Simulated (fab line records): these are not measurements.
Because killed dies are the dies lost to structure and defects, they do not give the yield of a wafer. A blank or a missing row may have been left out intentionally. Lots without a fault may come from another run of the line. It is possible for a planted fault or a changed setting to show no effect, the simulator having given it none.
Which of the tools did it? / flow berkeley-cmos170 / 42 wafers from 14 lots sampled at 5 of the route's 331 steps

## WHAT THE GAUGES SHOWED, per wafer
UCB170_NSD_OVL_MEAS_07.
lot=L154; measured=day 6 09:59; on=overlay-01; NSD_OVL (nm)=-7 -4 0
lot=L155; measured=day 6 10:13; on=overlay-01; NSD_OVL (nm)=10 7 7
lot=L153; measured=day 6 10:28; on=overlay-01; NSD_OVL (nm)=-1 -12 -6
lot=L157; measured=day 7 07:10; on=overlay-01; NSD_OVL (nm)=3 -2 -3
lot=L159; measured=day 7 10:35; on=overlay-01; NSD_OVL (nm)=-3 1 -2
lot=L160; measured=day 7 19:19; on=overlay-01; NSD_OVL (nm)=-11 2 10
lot=L161; measured=day 8 14:28; on=overlay-02; NSD_OVL (nm)=2 -6 -6
lot=L169; measured=day 9 13:42; on=overlay-01; NSD_OVL (nm)=-3 1 -3
lot=L168; measured=day 9 14:19; on=overlay-02; NSD_OVL (nm)=-3 -1 -4
lot=L170; measured=day 9 15:41; on=overlay-02; NSD_OVL (nm)=9 7 11
lot=L166; measured=day 9 16:01; on=overlay-02; NSD_OVL (nm)=-3 0 0
lot=L167; measured=day 9 16:25; on=overlay-01; NSD_OVL (nm)=5 2 4
lot=L173; measured=day 10 13:55; on=overlay-01; NSD_OVL (nm)=7 4 2
lot=L171; measured=day 10 14:32; on=overlay-02; NSD_OVL (nm)=-10 -10 -7

UCB170_CONTACT_OVL_MEAS_16.
lot=L154; measured=day 6 16:44; on=overlay-02; CONTACT_OVL (nm)=2 -1 -9
lot=L155; measured=day 6 17:05; on=overlay-02; CONTACT_OVL (nm)=-12 -8 -10
lot=L153; measured=day 6 16:59; on=overlay-01; CONTACT_OVL (nm)=-13 -13 -9
lot=L157; measured=day 7 13:44; on=overlay-01; CONTACT_OVL (nm)=5 -3 -1
lot=L159; measured=day 7 18:10; on=overlay-02; CONTACT_OVL (nm)=-7 0 2
lot=L160; measured=day 8 03:27; on=overlay-02; CONTACT_OVL (nm)=-5 -2 9
lot=L161; measured=day 8 22:39; on=overlay-01; CONTACT_OVL (nm)=0 -4 0
lot=L169; measured=day 9 20:49; on=overlay-02; CONTACT_OVL (nm)=-3 1 -1
lot=L168; measured=day 9 21:05; on=overlay-02; CONTACT_OVL (nm)=-9 -7 -12
lot=L170; measured=day 9 22:17; on=overlay-02; CONTACT_OVL (nm)=9 2 6
lot=L166; measured=day 9 22:51; on=overlay-02; CONTACT_OVL (nm)=-2 -4 -2
lot=L167; measured=day 9 23:05; on=overlay-02; CONTACT_OVL (nm)=-3 -2 -1
lot=L173; measured=day 10 21:02; on=overlay-02; CONTACT_OVL (nm)=4 11 17
lot=L171; measured=day 10 21:25; on=overlay-01; CONTACT_OVL (nm)=-7 2 -9

UCB170_M1_CD_MEAS_90: the cd target is 700 nm.
lot=L154; measured=day 6 19:11; on=cd-sem-02; cd-nm (nm)=697.7 698.2 697.0
lot=L155; measured=day 6 19:42; on=cd-sem-01; cd-nm (nm)=702.8 700.9 702.0
lot=L153; measured=day 6 19:21; on=cd-sem-02; cd-nm (nm)=703.3 698.6 702.1
lot=L157; measured=day 7 15:59; on=cd-sem-01; cd-nm (nm)=700.7 698.5 699.7
lot=L159; measured=day 7 20:33; on=cd-sem-01; cd-nm (nm)=695.8 697.0 699.4
lot=L160; measured=day 8 06:29; on=cd-sem-02; cd-nm (nm)=696.1 702.2 695.7
lot=L161; measured=day 9 01:51; on=cd-sem-02; cd-nm (nm)=701.2 701.1 700.4
lot=L169; measured=day 9 23:49; on=cd-sem-02; cd-nm (nm)=701.9 700.9 700.4
lot=L168; measured=day 10 00:10; on=cd-sem-02; cd-nm (nm)=702.5 700.3 712.5
lot=L170; measured=day 10 00:41; on=cd-sem-02; cd-nm (nm)=700.5 700.0 699.5
lot=L166; measured=day 10 01:38; on=cd-sem-02; cd-nm (nm)=698.4 698.8 698.5
lot=L167; measured=day 10 01:53; on=cd-sem-02; cd-nm (nm)=699.6 712.3 701.7
lot=L173; measured=day 10 23:23; on=cd-sem-02; cd-nm (nm)=701.0 700.0 699.9
lot=L171; measured=day 10 23:35; on=cd-sem-02; cd-nm (nm)=697.8 700.9 698.7

UCB170_M2_RS_MEAS_02: measures by four-point-probe.
lot=L154; measured=day 7 03:03; on=film-metro-03; M2_AL_RS (ohm/sq)=0.03242 0.0324 0.03269
lot=L155; measured=day 7 03:14; on=film-metro-02; M2_AL_RS (ohm/sq)=0.03194 0.03212 0.03198
lot=L153; measured=day 7 03:36; on=film-metro-03; M2_AL_RS (ohm/sq)=0.03217 0.03237 0.03226
lot=L157; measured=day 8 00:32; on=film-metro-03; M2_AL_RS (ohm/sq)=0.03196 0.03212 0.03215
lot=L159; measured=day 8 04:58; on=film-metro-03; M2_AL_RS (ohm/sq)=0.0323 0.03209 0.03222
lot=L160; measured=day 8 15:32; on=film-metro-04; M2_AL_RS (ohm/sq)=0.03226 0.03254 0.03261
lot=L161; measured=day 9 08:20; on=film-metro-02; M2_AL_RS (ohm/sq)=0.03213 0.03236 0.03235
lot=L169; measured=day 10 08:02; on=film-metro-04; M2_AL_RS (ohm/sq)=0.0322 0.03196 0.03248
lot=L168; measured=day 10 08:23; on=film-metro-02; M2_AL_RS (ohm/sq)=0.03225 0.03242
lot=L170; measured=day 10 08:10; on=film-metro-03; M2_AL_RS (ohm/sq)=0.03205 0.03209 0.03185
lot=L166; measured=day 10 08:38; on=film-metro-04; M2_AL_RS (ohm/sq)=0.0317 0.03217 0.03233
lot=L167; measured=day 10 08:53; on=film-metro-02; M2_AL_RS (ohm/sq)=0.03203 0.03184
lot=L173; measured=day 11 07:43; on=film-metro-04; M2_AL_RS (ohm/sq)=0.03257 0.03281 0.03282
lot=L171; measured=day 11 07:34; on=film-metro-03; M2_AL_RS (ohm/sq)=0.03234 0.03231 0.03225

## WHAT TOOL EACH LOT RAN ON (gives the tool, then ch and the chambers of the sampled wafers, and finally the start)
lot=L154; UCB170_M1_METAL_ETCH_12=rie-metal-01 ch 0,1, day 6 18:57
lot=L155; UCB170_M1_METAL_ETCH_12=rie-metal-02 ch 0,1, day 6 19:28
lot=L153; UCB170_M1_METAL_ETCH_12=rie-metal-03 ch 0,1, day 6 19:07
lot=L157; UCB170_M1_METAL_ETCH_12=rie-metal-01 ch 0,1, day 7 15:46
lot=L159; UCB170_M1_METAL_ETCH_12=rie-metal-01 ch 0,1, day 7 20:19
lot=L160; UCB170_M1_METAL_ETCH_12=rie-metal-03 ch 0,1, day 8 06:15
lot=L161; UCB170_M1_METAL_ETCH_12=rie-metal-02 ch 0,1, day 9 01:32
lot=L169; UCB170_M1_METAL_ETCH_12=rie-metal-01 ch 0,1, day 9 23:24
lot=L168; UCB170_M1_METAL_ETCH_12=rie-metal-03 ch 0,1, day 9 23:55
lot=L170; UCB170_M1_METAL_ETCH_12=rie-metal-02 ch 0,1, day 10 00:28
lot=L166; UCB170_M1_METAL_ETCH_12=rie-metal-01 ch 0,1, day 10 01:22
lot=L167; UCB170_M1_METAL_ETCH_12=rie-metal-03 ch 0,1, day 10 01:34
lot=L173; UCB170_M1_METAL_ETCH_12=rie-metal-01 ch 0,1, day 10 23:08
lot=L171; UCB170_M1_METAL_ETCH_12=rie-metal-02 ch 0,1, day 10 23:20
- UCB170_M1_METAL_ETCH_12: etches Al in Cl2/BCl3, stops on PSG, target depth 780 nm, time 130 s.

## WHAT THE TOOLS THEMSELVES READ (means of the sampled wafers that have a number; where no wafer has one, the mark that the record gives instead)
UCB170_M1_METAL_ETCH_12.
lot=L154; tool=rie-metal-01; bcl3-flow-sccm (sccm)=45.06; bias-w (W)=119.7; drypump-motor-current-A (A)=5.9; oes-product-au (a.u.)=0.860; rf-fwd-power-W (W)=597.7; throttle-valve-pct (%)=24.57
lot=L155; tool=rie-metal-02; bcl3-flow-sccm (sccm)=44.96; bias-w (W)=120.3; drypump-motor-current-A (A)=5.7; oes-product-au (a.u.)=0.864; rf-fwd-power-W (W)=598.2; throttle-valve-pct (%)=24.31
lot=L153; tool=rie-metal-03; bcl3-flow-sccm (sccm)=45.02; bias-w (W)=120.1; drypump-motor-current-A (A)=5.1; oes-product-au (a.u.)=0.857; rf-fwd-power-W (W)=597.8; throttle-valve-pct (%)=24.61
lot=L157; tool=rie-metal-01; bcl3-flow-sccm (sccm)=44.98; bias-w (W)=119.9; drypump-motor-current-A (A)=6.2; oes-product-au (a.u.)=0.865; rf-fwd-power-W (W)=599.0; throttle-valve-pct (%)=24.61
lot=L159; tool=rie-metal-01; bcl3-flow-sccm (sccm)=44.88; bias-w (W)=120.0; drypump-motor-current-A (A)=5.9; oes-product-au (a.u.)=0.867; rf-fwd-power-W (W)=597.6; throttle-valve-pct (%)=24.57
lot=L160; tool=rie-metal-03; bcl3-flow-sccm (sccm)=44.93; bias-w (W)=119.6; drypump-motor-current-A (A)=5.0; oes-product-au (a.u.)=0.865; rf-fwd-power-W (W)=593.6; throttle-valve-pct (%)=24.34
lot=L161; tool=rie-metal-02; bcl3-flow-sccm (sccm)=44.98; bias-w (W)=120.2; drypump-motor-current-A (A)=5.7; oes-product-au (a.u.)=0.858; rf-fwd-power-W (W)=597.6; throttle-valve-pct (%)=24.31
lot=L169; tool=rie-metal-01; bcl3-flow-sccm (sccm)=45.00; bias-w (W)=120.3; drypump-motor-current-A (A)=5.9; oes-product-au (a.u.)=0.873; rf-fwd-power-W (W)=597.8; throttle-valve-pct (%)=24.55
lot=L168; tool=rie-metal-03; bcl3-flow-sccm (sccm)=45.00; bias-w (W)=120.1; drypump-motor-current-A (A)=5.1; oes-product-au (a.u.)=0.832; rf-fwd-power-W (W)=516.0; throttle-valve-pct (%)=24.62
lot=L170; tool=rie-metal-02; bcl3-flow-sccm (sccm)=44.99; bias-w (W)=119.8; drypump-motor-current-A (A)=6.0; oes-product-au (a.u.)=0.848; rf-fwd-power-W (W)=596.2; throttle-valve-pct (%)=24.29
lot=L166; tool=rie-metal-01; bcl3-flow-sccm (sccm)=44.97; bias-w (W)=119.7; drypump-motor-current-A (A)=6.2; oes-product-au (a.u.)=0.864; rf-fwd-power-W (W)=596.1; throttle-valve-pct (%)=24.61
lot=L167; tool=rie-metal-03; bcl3-flow-sccm (sccm)=44.89; bias-w (W)=119.9; drypump-motor-current-A (A)=5.1; oes-product-au (a.u.)=0.827; rf-fwd-power-W (W)=514.9; throttle-valve-pct (%)=24.62
lot=L173; tool=rie-metal-01; bcl3-flow-sccm (sccm)=44.98; bias-w (W)=119.4; drypump-motor-current-A (A)=6.2; oes-product-au (a.u.)=0.872; rf-fwd-power-W (W)=597.8; throttle-valve-pct (%)=24.60
lot=L171; tool=rie-metal-02; bcl3-flow-sccm (sccm)=45.00; bias-w (W)=120.1; drypump-motor-current-A (A)=5.7; oes-product-au (a.u.)=0.860; rf-fwd-power-W (W)=598.1; throttle-valve-pct (%)=24.32

## THE ANSWER, worked out from the rows above alone
Rule: what is usual is taken from the lots themselves. Put in order of their means at a reading, lots are off if they are a third of the lots or fewer, leave a main group of 4 or more, and stand apart from it by a gap of 3 or more times the standard deviation of the main group's means; of several such gaps the widest counts. A main group is skipped when, at the precision printed for the reading in the tables above, its means are all equal. A lot without any number at a reading at which 4 lots or more have one is off too. Any other lot the step has rows for is counted as sound. The gauges are gone through in route order, then the tools' own readings, and for those a lot's mean is taken as printed above. The first step at which some lot is off is used, and at that step the reading that is off furthest; a lot without a number counts as furthest.
Off: L168, L167 (UCB170_M1_METAL_ETCH_12, rf-fwd-power-W). The main group has a mean of 597.3 W with a standard deviation of 1.3.
If a tool, at that step or one of the process steps before it, ran each lot that is off and ran no sound lot following the first of them, it fits. One candidate fits, namely rie-metal-03 at UCB170_M1_METAL_ETCH_12. A fault onset in the window from L160 (day 8 06:15, its last sound lot) to L168 (day 9 23:55, its first lot off) fits.
The tool's own readings at UCB170_M1_METAL_ETCH_12 bear it out: on the lots that are off they differ by more than 5 times the standard deviation of the sound lots' means. oes-product-au reads 0.829 a.u. there against 0.863 a.u. on the sound lots; rf-fwd-power-W reads 515.5 W there against 597.3 W on the sound lots.

## WHAT HAD BEEN PUT IN BY THE SIMULATOR
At UCB170_M1_METAL_ETCH_12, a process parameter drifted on rie-metal-03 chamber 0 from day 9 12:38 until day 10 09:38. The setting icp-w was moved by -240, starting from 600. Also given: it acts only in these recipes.
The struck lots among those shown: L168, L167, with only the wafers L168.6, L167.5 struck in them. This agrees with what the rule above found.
